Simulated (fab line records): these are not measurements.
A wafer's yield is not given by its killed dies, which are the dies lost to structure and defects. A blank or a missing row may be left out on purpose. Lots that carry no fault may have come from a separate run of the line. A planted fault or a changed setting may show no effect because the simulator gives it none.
Problem report, 8D (eight disciplines) form, completed by code	flow rit-cmos	the parts of the form that need people (team, actions taken, sign-off) are left out

1. PROBLEM STATEMENT
run-length-s at RIT_M1_METAL_ETCH_12 reads a mean of 152.18 s on 4 wafers of 2 lots; wafers without a fault read 193.68 s with a standard deviation of 0.28. That is -99 or more standard deviations from the usual mean.
The step: etches Al in Cl2/BCl3, stops on SiO2, time 165 s, target depth 600 nm.
Seen first at day 7 08:02 on rie-metal-02, wafer L720.2. Wafers with a number at this step in the record: 42, from 14 lots. By rule, "out" or "out of limits" means more than 4 standard deviations away from the usual mean. The rest of the wafers with a number are treated as sound.

2. WHAT IT IS, WHAT IT ISN'T
question	is	is not
which readings at this step	run-length-s, oes-product-au	chamber-pressure-mTorr, drypump-motor-current-A, throttle-valve-pct
which lots	L720, L722	L701, L703, L705, L706, L707, L708, L709, L711, L713, L714, L716, L724
which wafers of those lots	L720.2, L720.3, L722.1, L722.5	L720.4, L722.4
read on which tools	rie-metal-02	rie-metal-01, rie-metal-04
when	from day 7 08:02	up to then (34 sound wafers); but 4 sound wafers of L722, L724 came after

3. SUSPECTS, AND WHAT RULES EACH OUT
Counting: if a tool at a process step up to the reading ran every lot that is out, it stays a suspect. Sound lots after the first of them don't rule it out here, since some wafers of a struck lot are sound.
- rie-metal-02 at RIT_M1_METAL_ETCH_12 (etches Al in Cl2/BCl3, stops on SiO2, time 165 s, target depth 600 nm): kept. Ran every lot that is out, first one L720 (day 7 08:02); last sound lot up to then L709 (day 5 00:27). Its own oes-product-au, run-length-s readings are out on those wafers.
- Within rie-metal-02 at RIT_M1_METAL_ETCH_12: the wafers that are out ran in chamber 0; their sound lot-mates ran in chamber 1.
Remaining after the count: rie-metal-02 at RIT_M1_METAL_ETCH_12.

4. THE CAUSE (what the simulator had put in)
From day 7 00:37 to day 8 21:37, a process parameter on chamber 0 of rie-metal-02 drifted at RIT_M1_METAL_ETCH_12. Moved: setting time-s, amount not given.
After counting, this tool was the only one left.

5. SEQUENCE OF EFFECTS, ordered by route
Rows list readings where the struck wafers' mean (over those with a number) sits beyond 3 standard deviations from the usual. Only readings for which the record gives a usual standard deviation are gone through. hours: the time from each lot's start at the first step in this table that gives one to its start at this step, as a median over the lots. sigmas: the change in usual standard deviations.
hours	step	reading	usual	on struck wafers	change	sigmas
0	RIT_M1_METAL_ETCH_12	oes-product-au	0.764 a.u.	0.982	+0.218	+26
0	RIT_M1_METAL_ETCH_12	run-length-s	193.68 s	152.18	-41.50	-99 or more
Process steps it contains:
- RIT_M1_METAL_ETCH_12: etches Al in Cl2/BCl3, stops on SiO2, time 165 s, target depth 600 nm.

6. WHAT WOULD HAVE CAUGHT IT SOONER
In this record the first reading out of limits was taken at day 7 08:02, 7 hours after the fault began at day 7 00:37.
